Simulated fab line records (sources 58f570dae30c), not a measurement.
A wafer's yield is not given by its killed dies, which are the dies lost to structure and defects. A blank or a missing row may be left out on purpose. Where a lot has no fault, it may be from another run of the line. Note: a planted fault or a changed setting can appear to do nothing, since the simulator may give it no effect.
Which of the tools did it?    flow berkeley-cmos170    Sampling: 14 lots, 42 wafers, 2 of 331 route steps

WHAT EACH GAUGE READ, for each wafer
No reading from a measuring or inspecting step in the record can be judged against a usual standard deviation.

TOOL THAT RAN EACH LOT (tool first, then ch and the chambers of the sampled wafers, then the start)
lot   UCB170_ACTIVE_ETCH_15              UCB170_ACTIVE_STRIP_16
L963  rie-diel-04 ch 0,1,3, day 5 10:45  plasma-asher-02 ch 0,1, day 5 10:51
L965  rie-diel-02 ch 0,1,2, day 5 16:37  plasma-asher-04 ch 0,1, day 5 16:43
L966  rie-diel-02 ch 2,3, day 5 16:55    plasma-asher-04 ch 0,1, day 5 17:01
L967  rie-diel-04 ch 0,1,3, day 6 08:18  plasma-asher-03 ch 0,1, day 6 08:24
L968  rie-diel-02 ch 0,2,3, day 6 08:30  plasma-asher-04 ch 0,1, day 6 08:36
L970  rie-diel-02 ch 0,1,2, day 6 16:43  plasma-asher-04 ch 0,1, day 6 16:49
L969  rie-diel-01 ch 2,3, day 6 17:01    plasma-asher-02 ch 0,1, day 6 17:07
L977  rie-diel-01 ch 1,2, day 8 00:37    plasma-asher-02 ch 0,1, day 8 00:45
L979  rie-diel-04 ch 1,3, day 8 15:16    plasma-asher-02 ch 0,1, day 8 15:22
L981  rie-diel-04 ch 0,3, day 9 04:20    plasma-asher-02 ch 0,1, day 9 04:26
L980  rie-diel-01 ch 1,2,3, day 9 04:30  plasma-asher-04 ch 0,1, day 9 04:38
L982  rie-diel-04 ch 0,1,3, day 9 05:11  plasma-asher-04 ch 0,1, day 9 05:19
L983  rie-diel-01 ch 0,2,3, day 9 05:13  plasma-asher-03 ch 0,1, day 9 05:19
L984  rie-diel-02 ch 0,1, day 9 13:23    plasma-asher-03 ch 0,1, day 9 13:32
- UCB170_ACTIVE_ETCH_15: etches Si3N4 in CH3F/Ar/O2, stops on SiO2, target depth 242 nm, time 151 s.
- UCB170_ACTIVE_STRIP_16: strips in O2.

WHAT THE TOOLS THEMSELVES READ (means of the sampled wafers that have a number; where no wafer has one, the mark that the record gives instead)
UCB170_ACTIVE_ETCH_15. Usual: O2_flow_sccm 7.001 sccm, standard deviation 0.02; chamber-pressure-mTorr 50.00 mTorr, standard deviation 0.04; drypump-motor-current-A 5.57 A, standard deviation 0.28; mfc-ar-sccm 50.01 sccm, standard deviation 0.17; oes-product-au 0.943 a.u., standard deviation 0.015; throttle-valve-pct 8.02 %, standard deviation 0.1.
lot   tool         O2_flow_sccm (sccm)  chamber-pressure-mTorr (mTorr)  drypump-motor-current-A (A)  mfc-ar-sccm (sccm)  oes-product-au (a.u.)  throttle-valve-pct (%)  flag
L963  rie-diel-04  7.010                50.02                           5.46                         50.15               0.944                  7.99                    
L965  rie-diel-02  7.002                50.02                           5.73                         50.03               0.936                  7.99                    
L966  rie-diel-02  6.995                50.02                           5.85                         50.00               0.957                  8.01                    
L967  rie-diel-04  6.997                49.99                           5.46                         49.93               0.950                  8.00                    
L968  rie-diel-02  6.988                50.01                           5.72                         49.99               0.947                  8.01                    
L970  rie-diel-02  7.014                49.98                           5.71                         50.05               0.930                  7.99                    
L969  rie-diel-01  6.988                49.99                           5.86                         49.94               0.933                  8.01                    
L977  rie-diel-01  7.010                49.99                           5.76                         50.00               0.940                  8.02                    
L979  rie-diel-04  7.015                50.02                           5.56                         49.96               0.934                  7.99                    
L981  rie-diel-04  6.988                50.01                           5.30                         49.91               0.961                  7.99                    
L980  rie-diel-01  7.014                50.01                           5.57                         49.95               0.936                  7.94                    
L982  rie-diel-04  6.999                49.95                           5.45                         50.01               0.947                  7.99                    
L983  rie-diel-01  6.989                50.01                           5.69                         50.00               0.938                  8.10                    
L984  rie-diel-02  7.002                49.99                           5.70                         50.10               0.940                  8.01                    

UCB170_ACTIVE_STRIP_16. Usual: chamber-pressure-mTorr 3500 mTorr, standard deviation 3.1; drypump-motor-current-A 5.8 A, standard deviation 0.59; oes-product-au 0.721 a.u., standard deviation 0.0046; strip-time-to-endpoint-s 18.11 s, standard deviation 0.11.
lot   tool             chamber-pressure-mTorr (mTorr)  drypump-motor-current-A (A)  oes-product-au (a.u.)  strip-time-to-endpoint-s (s)  flag
L963  plasma-asher-02  3500                            6.3                          0.723                  18.16                         
L965  plasma-asher-04  3503                            5.8                          0.720                  18.06                         
L966  plasma-asher-04  3500                            5.8                          0.720                  18.02                         
L967  plasma-asher-03  3501                            5.7                          0.722                  18.20                         
L968  plasma-asher-04  3498                            5.3                          0.716                  16.48                         OFF
L970  plasma-asher-04  3500                            5.8                          0.721                  16.56                         OFF
L969  plasma-asher-02  3500                            6.3                          0.720                  18.13                         
L977  plasma-asher-02  3501                            6.3                          0.721                  18.28                         
L979  plasma-asher-02  3503                            6.3                          0.719                  18.19                         
L981  plasma-asher-02  3498                            6.2                          0.725                  18.01                         
L980  plasma-asher-04  3499                            5.8                          0.723                  18.12                         
L982  plasma-asher-04  3499                            5.8                          0.719                  18.16                         
L983  plasma-asher-03  3499                            5.6                          0.719                  18.07                         
L984  plasma-asher-03  3504                            5.5                          0.720                  18.12                         

THE ANSWER, worked out from the rows above alone
Rule: a lot counts as off when the mean over its wafers that have a number is more than 3 standard deviations away from the usual mean. Also off: a lot with no number at a reading for which 4 or more lots have one. All remaining lots with rows at the step are treated as sound. Order of review: gauges by route order, followed by the tools' own readings, for which a lot's mean as printed above is used. The first step at which some lot is off is used, and at that step the reading that is off furthest; a lot without a number counts as furthest.
Off: L968, L970, at UCB170_ACTIVE_STRIP_16 (strip-time-to-endpoint-s).
If a tool, at that step or one of the process steps before it, ran each lot that is off and ran no sound lot following the first of them, it fits. Not one of the candidates tried fits.

WHAT THE SIMULATOR HAD INSERTED
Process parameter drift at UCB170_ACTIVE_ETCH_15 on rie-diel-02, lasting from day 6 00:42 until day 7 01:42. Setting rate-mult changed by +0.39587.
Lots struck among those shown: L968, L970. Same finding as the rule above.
